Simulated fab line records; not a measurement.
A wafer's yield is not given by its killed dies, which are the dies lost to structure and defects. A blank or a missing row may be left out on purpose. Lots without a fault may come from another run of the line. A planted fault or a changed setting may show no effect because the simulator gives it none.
Which of the tools did it? :: flow rit-cmos :: 42 wafers from 14 lots sampled at 5 of the route's 202 steps

## WHAT THE GAUGES SHOWED, per wafer
RIT_ACTIVE_CD_MEAS_11 targets a cd of 1400 nm. Usual: cd-nm at 1400.5 nm, with a standard deviation of 1.9.
lot: L797
measured: day 1 14:36
on: cd-sem-01
cd-nm (nm): 1400.9 1400.7 1402.5
flag: 

lot: L798
measured: day 1 19:26
on: cd-sem-01
cd-nm (nm): 1400.1 1399.1 1399.5
flag: 

lot: L799
measured: day 2 00:28
on: cd-sem-01
cd-nm (nm): 1400.2 1401.7 1402.4
flag: 

lot: L800
measured: day 2 05:47
on: cd-sem-01
cd-nm (nm): 1399.1 1398.3 1399.0
flag: 

lot: L802
measured: day 2 17:19
on: cd-sem-02
cd-nm (nm): 1401.5 1401.6 1401.6
flag: 

lot: L803
measured: day 2 21:42
on: cd-sem-02
cd-nm (nm): 1400.9 1403.2 1401.0
flag: 

lot: L804
measured: day 3 02:44
on: cd-sem-02
cd-nm (nm): 1405.3 1405.7 1405.4
flag: 

lot: L805
measured: day 3 06:37
on: cd-sem-02
cd-nm (nm): 1402.3 1400.6 1401.3
flag: 

lot: L806
measured: day 3 12:14
on: cd-sem-02
cd-nm (nm): 1399.4 1399.8 1398.2
flag: 

lot: L807
measured: day 3 16:40
on: cd-sem-01
cd-nm (nm): 1399.5 1399.6 1396.5
flag: 

lot: L808
measured: day 3 22:21
on: cd-sem-01
cd-nm (nm): 1399.5 1399.6 1400.5
flag: 

lot: L809
measured: day 4 02:35
on: cd-sem-02
cd-nm (nm): 1397.3 1398.4 1399.0
flag: 

lot: L810
measured: day 4 07:32
on: cd-sem-01
cd-nm (nm): 1401.6 1400.8 1403.0
flag: 

lot: L820
measured: day 6 09:26
on: cd-sem-02
cd-nm (nm): 1400.0 1397.8 1400.1
flag: 

RIT_FOX2_THK_MEAS_01. Usual: for FOX2_OXIDE_THK the level is 352 nm and the standard deviation is 8.2.
lot: L797
measured: day 1 18:38
on: film-metro-03
FOX2_OXIDE_THK (nm): 359 359 350
flag: 

lot: L798
measured: day 1 23:20
on: film-metro-03
FOX2_OXIDE_THK (nm): 358 358 356
flag: 

lot: L799
measured: day 2 07:34
on: film-metro-02
FOX2_OXIDE_THK (nm): 356 356 352
flag: 

lot: L800
measured: day 2 14:42
on: film-metro-01
FOX2_OXIDE_THK (nm): 359 359 358
flag: 

lot: L802
measured: day 2 21:23
on: film-metro-01
FOX2_OXIDE_THK (nm): 358 352 356
flag: 

lot: L803
measured: day 3 02:46
on: film-metro-02
FOX2_OXIDE_THK (nm): 361 365 368
flag: 

lot: L804
measured: day 3 06:38
on: film-metro-03
FOX2_OXIDE_THK (nm): 349 350 347
flag: 

lot: L805
measured: day 3 10:54
on: film-metro-01
FOX2_OXIDE_THK (nm): 348 344 340
flag: 

lot: L806
measured: day 3 17:11
on: film-metro-03
FOX2_OXIDE_THK (nm): 345 357 350
flag: 

lot: L807
measured: day 3 22:23
on: film-metro-01
FOX2_OXIDE_THK (nm): 342 346 340
flag: 

lot: L808
measured: day 4 02:14
on: film-metro-03
FOX2_OXIDE_THK (nm): 340 337 338
flag: 

lot: L809
measured: day 4 07:02
on: film-metro-03
FOX2_OXIDE_THK (nm): 356 358 355
flag: 

lot: L810
measured: day 4 11:43
on: film-metro-02
FOX2_OXIDE_THK (nm): 356 364 360
flag: 

lot: L820
measured: day 6 13:22
on: film-metro-03
FOX2_OXIDE_THK (nm): 360 359 356
flag: 

RIT_GATE_THK_MEAS_09. Usual: for GATE_POLY_THK the level is 249 nm and the standard deviation is 3.1.
lot: L797
measured: day 2 16:20
on: film-metro-01
GATE_POLY_THK (nm): 245 247 247
flag: 

lot: L798
measured: day 2 18:19
on: film-metro-01
GATE_POLY_THK (nm): 251 251 249
flag: 

lot: L799
measured: day 3 03:10
on: film-metro-03
GATE_POLY_THK (nm): 251 252 250
flag: 

lot: L800
measured: day 3 09:46
on: film-metro-03
GATE_POLY_THK (nm): 244 244 245
flag: 

lot: L802
measured: day 3 17:29
on: film-metro-02
GATE_POLY_THK (nm): 244 245 245
flag: 

lot: L803
measured: day 3 20:11
on: film-metro-02
GATE_POLY_THK (nm): 247 248 249
flag: 

lot: L804
measured: day 3 23:17
on: film-metro-03
GATE_POLY_THK (nm): 244 243 244
flag: 

lot: L805
measured: day 4 04:02
on: film-metro-03
GATE_POLY_THK (nm): 251 251 251
flag: 

lot: L806
measured: day 4 10:02
on: film-metro-03
GATE_POLY_THK (nm): 248 246 248
flag: 

lot: L807
measured: day 4 17:03
on: film-metro-02
GATE_POLY_THK (nm): 249 249 247
flag: 

lot: L808
measured: day 4 20:01
on: film-metro-01
GATE_POLY_THK (nm): 250 251 250
flag: 

lot: L809
measured: day 5 00:24
on: film-metro-02
GATE_POLY_THK (nm): 248 249 249
flag: 

lot: L810
measured: day 5 04:13
on: film-metro-03
GATE_POLY_THK (nm): 252 253 252
flag: 

lot: L820
measured: day 7 07:08
on: film-metro-02
GATE_POLY_THK (nm): 250 251 251
flag: 

RIT_SPACER_THK_MEAS_04. Usual: for SPACER_NITRIDE_THK the level is 249.9 nm and the standard deviation is 2.5.
lot: L797
measured: day 3 03:34
on: film-metro-04
SPACER_NITRIDE_THK (nm): 248.5 248.2 251.3
flag: 

lot: L798
measured: day 3 05:19
on: film-metro-02
SPACER_NITRIDE_THK (nm): 249.1 249.0 248.9
flag: 

lot: L799
measured: day 3 13:23
on: film-metro-03
SPACER_NITRIDE_THK (nm): 252.1 252.1 252.1
flag: 

lot: L800
measured: day 3 20:00
on: film-metro-04
SPACER_NITRIDE_THK (nm): 251.3 253.7 251.5
flag: 

lot: L802
measured: day 4 05:09
on: film-metro-03
SPACER_NITRIDE_THK (nm): 246.5 243.7 245.2
flag: 

lot: L803
measured: day 4 06:19
on: film-metro-03
SPACER_NITRIDE_THK (nm): 252.1 251.2 252.6
flag: 

lot: L804
measured: day 4 09:50
on: film-metro-03
SPACER_NITRIDE_THK (nm): 250.9 251.6 250.6
flag: 

lot: L805
measured: day 4 14:20
on: film-metro-03
SPACER_NITRIDE_THK (nm): 247.9 250.5 251.1
flag: 

lot: L806
measured: day 4 20:44
on: film-metro-03
SPACER_NITRIDE_THK (nm): 249.5 248.6 244.8
flag: 

lot: L807
measured: day 5 03:50
on: film-metro-04
SPACER_NITRIDE_THK (nm): 246.5 247.1 247.4
flag: 

lot: L808
measured: day 5 06:31
on: film-metro-04
SPACER_NITRIDE_THK (nm): 249.2 246.8 248.5
flag: 

lot: L809
measured: day 5 10:49
on: film-metro-03
SPACER_NITRIDE_THK (nm): 419.5 420.0 418.5
flag: OFF

lot: L810
measured: day 5 14:33
on: film-metro-03
SPACER_NITRIDE_THK (nm): 423.1 424.0 423.6
flag: OFF

lot: L820
measured: day 7 17:19
on: film-metro-02
SPACER_NITRIDE_THK (nm): 252.2 249.3 248.8
flag: 

## WHICH TOOL RAN EACH LOT (tool, then ch and the chambers of the sampled wafers, then the start)
lot: L797
RIT_SPACER_CVD_03: lpcvd-01 ch 0, day 3 01:38

lot: L798
RIT_SPACER_CVD_03: lpcvd-02 ch 1, day 3 03:23

lot: L799
RIT_SPACER_CVD_03: lpcvd-02 ch 0, day 3 11:28

lot: L800
RIT_SPACER_CVD_03: lpcvd-02 ch 1, day 3 18:05

lot: L802
RIT_SPACER_CVD_03: lpcvd-01 ch 1, day 4 03:14

lot: L803
RIT_SPACER_CVD_03: lpcvd-02 ch 0, day 4 04:23

lot: L804
RIT_SPACER_CVD_03: lpcvd-02 ch 0, day 4 07:53

lot: L805
RIT_SPACER_CVD_03: lpcvd-01 ch 0, day 4 12:25

lot: L806
RIT_SPACER_CVD_03: lpcvd-01 ch 0, day 4 18:48

lot: L807
RIT_SPACER_CVD_03: lpcvd-01 ch 1, day 5 01:54

lot: L808
RIT_SPACER_CVD_03: lpcvd-01 ch 0, day 5 04:36

lot: L809
RIT_SPACER_CVD_03: lpcvd-01 ch 0, day 5 08:53

lot: L810
RIT_SPACER_CVD_03: lpcvd-01 ch 0, day 5 12:36

lot: L820
RIT_SPACER_CVD_03: lpcvd-02 ch 1, day 7 15:24
- RIT_SPACER_CVD_03: deposits Si3N4 from SiH2Cl2/NH3, target thk 250 nm, time 3300 s.

## WHAT THE TOOLS THEMSELVES READ (means of the sampled wafers that have a number; where no wafer has one, the mark that the record gives instead)
RIT_SPACER_CVD_03. Usual: for nh3-flow-sccm, 150.0 sccm with a standard deviation of 0.46; for spike-tc-centre-C, 812.3 C with a standard deviation of 1.3; for spike-tc-load-C, 834.4 C with a standard deviation of 2.2; for spike-tc-source-C, 831.8 C with a standard deviation of 2.4; for susceptor-temp-C, 810.0 C with a standard deviation of 0.37; for zone-power-load-pct, 22.0 % with a standard deviation of 1.8; for zone-power-source-pct, 19.2 % with a standard deviation of 1.6.
lot: L797
tool: lpcvd-01
nh3-flow-sccm (sccm): 150.1
spike-tc-centre-C (C): 811.6
spike-tc-load-C (C): 832.0
spike-tc-source-C (C): 833.6
susceptor-temp-C (C): 809.8
zone-power-load-pct (%): 23.7
zone-power-source-pct (%): 19.6
flag: 

lot: L798
tool: lpcvd-02
nh3-flow-sccm (sccm): 150.7
spike-tc-centre-C (C): 813.1
spike-tc-load-C (C): 836.8
spike-tc-source-C (C): 829.8
susceptor-temp-C (C): 809.9
zone-power-load-pct (%): 23.4
zone-power-source-pct (%): 16.1
flag: 

lot: L799
tool: lpcvd-02
nh3-flow-sccm (sccm): 149.9
spike-tc-centre-C (C): 812.1
spike-tc-load-C (C): 836.3
spike-tc-source-C (C): 831.1
susceptor-temp-C (C): 810.4
zone-power-load-pct (%): 21.3
zone-power-source-pct (%): 20.6
flag: 

lot: L800
tool: lpcvd-02
nh3-flow-sccm (sccm): 150.1
spike-tc-centre-C (C): 813.9
spike-tc-load-C (C): 836.9
spike-tc-source-C (C): 830.1
susceptor-temp-C (C): 809.4
zone-power-load-pct (%): 23.2
zone-power-source-pct (%): 16.2
flag: 

lot: L802
tool: lpcvd-01
nh3-flow-sccm (sccm): 150.1
spike-tc-centre-C (C): 812.3
spike-tc-load-C (C): 835.5
spike-tc-source-C (C): 829.5
susceptor-temp-C (C): 810.0
zone-power-load-pct (%): 19.2
zone-power-source-pct (%): 20.5
flag: 

lot: L803
tool: lpcvd-02
nh3-flow-sccm (sccm): 149.9
spike-tc-centre-C (C): 812.0
spike-tc-load-C (C): 835.5
spike-tc-source-C (C): 830.7
susceptor-temp-C (C): 810.8
zone-power-load-pct (%): 21.2
zone-power-source-pct (%): 20.2
flag: 

lot: L804
tool: lpcvd-02
nh3-flow-sccm (sccm): 150.4
spike-tc-centre-C (C): 812.1
spike-tc-load-C (C): 835.5
spike-tc-source-C (C): 830.8
susceptor-temp-C (C): 809.8
zone-power-load-pct (%): 21.2
zone-power-source-pct (%): 20.0
flag: 

lot: L805
tool: lpcvd-01
nh3-flow-sccm (sccm): 149.6
spike-tc-centre-C (C): 811.9
spike-tc-load-C (C): 831.6
spike-tc-source-C (C): 834.4
susceptor-temp-C (C): 809.5
zone-power-load-pct (%): 23.3
zone-power-source-pct (%): 19.6
flag: 

lot: L806
tool: lpcvd-01
nh3-flow-sccm (sccm): 150.1
spike-tc-centre-C (C): 811.4
spike-tc-load-C (C): 833.0
spike-tc-source-C (C): 835.6
susceptor-temp-C (C): 809.7
zone-power-load-pct (%): 23.3
zone-power-source-pct (%): 19.7
flag: 

lot: L807
tool: lpcvd-01
nh3-flow-sccm (sccm): 150.4
spike-tc-centre-C (C): 813.0
spike-tc-load-C (C): 834.6
spike-tc-source-C (C): 830.6
susceptor-temp-C (C): 810.1
zone-power-load-pct (%): 19.2
zone-power-source-pct (%): 20.4
flag: 

lot: L808
tool: lpcvd-01
nh3-flow-sccm (sccm): 149.9
spike-tc-centre-C (C): 811.1
spike-tc-load-C (C): 832.9
spike-tc-source-C (C): 834.6
susceptor-temp-C (C): 809.9
zone-power-load-pct (%): 23.3
zone-power-source-pct (%): 19.3
flag: 

lot: L809
tool: lpcvd-01
nh3-flow-sccm (sccm): 150.6
spike-tc-centre-C (C): 893.4
spike-tc-load-C (C): 914.3
spike-tc-source-C (C): 918.1
susceptor-temp-C (C): 891.9
zone-power-load-pct (%): 29.0
zone-power-source-pct (%): 24.4
flag: OFF

lot: L810
tool: lpcvd-01
nh3-flow-sccm (sccm): 149.9
spike-tc-centre-C (C): 892.8
spike-tc-load-C (C): 914.3
spike-tc-source-C (C): 917.0
susceptor-temp-C (C): 891.6
zone-power-load-pct (%): 29.1
zone-power-source-pct (%): 24.3
flag: OFF

lot: L820
tool: lpcvd-02
nh3-flow-sccm (sccm): 149.2
spike-tc-centre-C (C): 813.2
spike-tc-load-C (C): 836.8
spike-tc-source-C (C): 829.1
susceptor-temp-C (C): 809.5
zone-power-load-pct (%): 23.5
zone-power-source-pct (%): 16.1
flag: 

## THE ANSWER, worked out from the rows above alone
Rule: lot off if the mean of its wafers having a number is beyond 3 standard deviations from the usual mean. Also off: a lot with no number at a reading for which 4 or more lots have one. All remaining lots with rows at the step are treated as sound. First the gauges in route order, then the tools' own readings, where a lot's mean is used as printed above. The first step at which some lot is off is used, and at that step the reading that is off furthest; a lot without a number counts as furthest.
Off: at RIT_SPACER_THK_MEAS_04 (SPACER_NITRIDE_THK), L809, L810.
A tool fits if, at a process step before that reading, it ran every lot that is off, and no sound lot after the first of them. Not tried: the gauges at RIT_SPACER_THK_MEAS_04; whatever is off there is also off at RIT_SPACER_CVD_03, on other tools, and gauge error can't account for it. One fits: lpcvd-01 at RIT_SPACER_CVD_03. Its last sound lot is L808 (day 5 04:36), its first lot that is off L809 (day 5 08:53): a fault that began between those two fits.
The tool's own readings at RIT_SPACER_CVD_03 bear it out: on the lots that are off they differ by more than 5 times the standard deviation of the sound lots' means. spike-tc-centre-C reads 893.1 C there against 812.3 C on the sound lots; spike-tc-load-C reads 914.3 C there against 834.8 C on the sound lots; spike-tc-source-C reads 917.5 C there against 831.7 C on the sound lots; susceptor-temp-C reads 891.8 C there against 809.9 C on the sound lots.

## WHAT THE SIMULATOR PUT IN
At RIT_SPACER_CVD_03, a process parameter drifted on lpcvd-01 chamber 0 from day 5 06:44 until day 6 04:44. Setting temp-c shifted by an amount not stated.
Shown lots that were struck: L809, L810. The same result came from the rule above.
